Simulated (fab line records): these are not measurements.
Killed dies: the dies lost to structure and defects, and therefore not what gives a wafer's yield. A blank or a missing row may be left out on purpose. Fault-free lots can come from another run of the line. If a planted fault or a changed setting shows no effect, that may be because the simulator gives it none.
The tool behind it: which one? -- flow berkeleyCmos170 -- Sampling: 14 lots, 42 wafers, 5 of 331 route steps

== WHAT THE GAUGES READ, wafer by wafer ==
UCB170_START_THK_MEAS_03.
lot,measured,on,START_OXIDE_THK (nm)
L326,day 1 14:49,filmMetro-02,19.9 20.1 19.9
L328,day 2 02:31,filmMetro-02,20.4 20.3 20.4
L330,day 2 13:24,filmMetro-04,20.0 20.0 19.8
L331,day 2 13:25,filmMetro-03,20.4 20.4 20.2
L332,day 2 20:31,filmMetro-03,19.8 20.2 20.1
L333,day 3 02:56,filmMetro-04,20.2 20.5 20.8
L335,day 3 11:17,filmMetro-04,20.2 19.9 20.3
L336,day 3 17:14,filmMetro-02,20.7 20.3 20.0
L337,day 3 22:20,filmMetro-03,20.4 20.4 20.5
L338,day 4 01:44,filmMetro-04,19.9 20.3 20.0
L345,day 5 14:38,filmMetro-02,25.6 26.0 25.7
L346,day 5 18:49,filmMetro-03,26.1 26.3 25.9
L347,day 6 00:40,filmMetro-03,19.5 19.6 19.6
L349,day 6 11:08,filmMetro-02,20.5 20.7 20.3

UCB170_PFIELD_OVL_MEAS_06.
lot,measured,on,PFIELD_OVL (nm)
L326,day 4 08:46,overlay-01,-5 -3 1
L328,day 5 05:11,overlay-02,-11 -1 -9
L330,day 5 17:37,overlay-01,5 5 3
L331,day 5 17:21,overlay-02,0 -1 -10
L332,day 5 17:50,overlay-02,10 0 2
L333,day 6 05:04,overlay-01,4 7 2
L335,day 6 05:56,overlay-01,0 6 1
L336,day 6 18:01,overlay-01,-6 8 3
L337,day 6 18:18,overlay-02,-2 11 0
L338,day 7 07:04,overlay-02,0 -3 10
L345,day 8 20:12,overlay-01,-2 -8 -3
L346,day 8 20:30,overlay-02,8 17 13
L347,day 9 06:59,overlay-02,-2 2 1
L349,day 9 17:49,overlay-02,6 8 7

UCB170_PLDD_CD_MEAS_06: target cd 1200 nm.
lot,measured,on,cdNm (nm)
L326,day 6 15:24,cdSem-02,1201.0 1201.3 1200.2
L328,day 7 10:46,cdSem-02,1199.1 1200.5 1199.7
L330,day 7 18:53,cdSem-02,1200.9 1201.2 1200.8
L331,day 7 19:26,cdSem-02,1200.9 1200.7 1201.5
L332,day 7 19:13,cdSem-02,1200.7 1202.1 1201.8
L333,day 8 14:25,cdSem-01,1201.7 1200.6 1202.5
L335,day 8 13:41,cdSem-02,1199.1 1200.3 1198.8
L336,day 8 23:51,cdSem-02,1202.3 1200.4 1202.2
L337,day 8 23:47,cdSem-01,1199.0 1199.8 1199.0
L338,day 9 22:26,cdSem-01,1200.5 1200.6 1201.2
L345,day 10 22:56,cdSem-01,1200.9 1201.4 1200.3
L346,day 10 23:28,cdSem-02,1199.8 1201.2 1200.6
L347,day 11 18:08,cdSem-02,1200.4 1200.9 1201.0
L349,day 12 02:25,cdSem-01,1196.5 1197.3 1195.1

== WHAT TOOL EACH LOT RAN ON (gives the tool, then ch and the chambers of the sampled wafers, and finally the start) ==
lot,UCB170_START_OXIDATION_02,UCB170_PFIELD_STRIP_08
L326,"furnace-02 ch 0, day 1 13:19","plasmaAsher-02 ch 0,1, day 4 08:57"
L328,"furnace-04 ch 0, day 2 00:59","plasmaAsher-02 ch 0,1, day 5 05:23"
L330,"furnace-01 ch 0, day 2 11:54","plasmaAsher-04 ch 0,1, day 5 17:48"
L331,"furnace-01 ch 0, day 2 11:54","plasmaAsher-04 ch 0, day 5 17:32"
L332,"furnace-01 ch 0, day 2 19:00","plasmaAsher-04 ch 0,1, day 5 18:02"
L333,"furnace-02 ch 0, day 3 01:26","plasmaAsher-02 ch 0,1, day 6 05:14"
L335,"furnace-04 ch 0, day 3 09:47","plasmaAsher-03 ch 0,1, day 6 06:08"
L336,"furnace-01 ch 0, day 3 15:43","plasmaAsher-02 ch 0,1, day 6 18:16"
L337,"furnace-02 ch 0, day 3 20:48","plasmaAsher-02 ch 0,1, day 6 18:31"
L338,"furnace-01 ch 0, day 4 00:13","plasmaAsher-03 ch 0,1, day 7 07:16"
L345,"furnace-01 ch 0, day 5 13:08","plasmaAsher-02 ch 0,1, day 8 20:23"
L346,"furnace-01 ch 0, day 5 17:19","plasmaAsher-04 ch 0,1, day 8 20:41"
L347,"furnace-02 ch 0, day 5 23:10","plasmaAsher-02 ch 0,1, day 9 07:11"
L349,"furnace-02 ch 0, day 6 09:37","plasmaAsher-02 ch 0,1, day 9 18:01"
- UCB170_START_OXIDATION_02: target thk 20 nm, ox time 1800 s.
- UCB170_PFIELD_STRIP_08: strips in O2.

== WHAT THE TOOLS THEMSELVES READ (means of the sampled wafers that have a number; where no wafer has one, the mark that the record gives instead) ==
UCB170_PFIELD_STRIP_08.
lot,tool,drypumpMotorCurrentA (A),oesProductAu (a.u.),stripTimeToEndpointS (s)
L326,plasmaAsher-02,6.2,0.737,21.65
L328,plasmaAsher-02,6.3,0.736,21.66
L330,plasmaAsher-04,5.8,0.740,21.67
L331,plasmaAsher-04,6.4,0.732,21.64
L332,plasmaAsher-04,6.1,0.731,21.58
L333,plasmaAsher-02,6.3,0.735,21.62
L335,plasmaAsher-03,5.6,0.734,21.68
L336,plasmaAsher-02,6.2,0.734,21.62
L337,plasmaAsher-02,6.3,0.736,21.59
L338,plasmaAsher-03,5.7,0.735,21.59
L345,plasmaAsher-02,6.3,0.738,21.65
L346,plasmaAsher-04,6.1,0.732,21.61
L347,plasmaAsher-02,6.3,0.734,21.58
L349,plasmaAsher-02,6.2,0.735,21.60

== THE ANSWER, worked out from the rows above alone ==
Rule: the lots themselves supply what counts as usual. Put in order of their means at a reading, lots are off if they are a third of the lots or fewer, leave a main group of 4 or more, and stand apart from it by a gap of 3 or more times the standard deviation of the main group's means; of several such gaps the widest counts. Not used: any main group whose means are identical at the precision the tables above print for the reading. Also off: a lot with no number at a reading for which 4 or more lots have one. The other lots that the step has rows for count as sound. First the gauges in route order, then the tools' own readings, where a lot's mean is used as printed above. At the first step where some lot is off, the reading lying furthest off is the one used; lots without a number count as furthest.
Off: at UCB170_START_THK_MEAS_03 (START_OXIDE_THK), L345, L346. Mean 20.2 nm and standard deviation 0.27 in the main group.
If a tool, at a process step before that reading, ran all the lots that are off and no sound lot after the first of them, it fits. The gauges at UCB170_START_THK_MEAS_03 are tried like those tools. One candidate fits, namely furnace-01 at UCB170_START_OXIDATION_02. A fault onset in the window from L338 (day 4 00:13, its last sound lot) to L345 (day 5 13:08, its first lot off) fits.

== WHAT THE SIMULATOR HAD PUT IN ==
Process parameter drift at UCB170_START_OXIDATION_02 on furnace-01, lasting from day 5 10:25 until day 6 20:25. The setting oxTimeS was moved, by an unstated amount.
Shown lots that were struck: L345, L346. This agrees with what the rule above found.
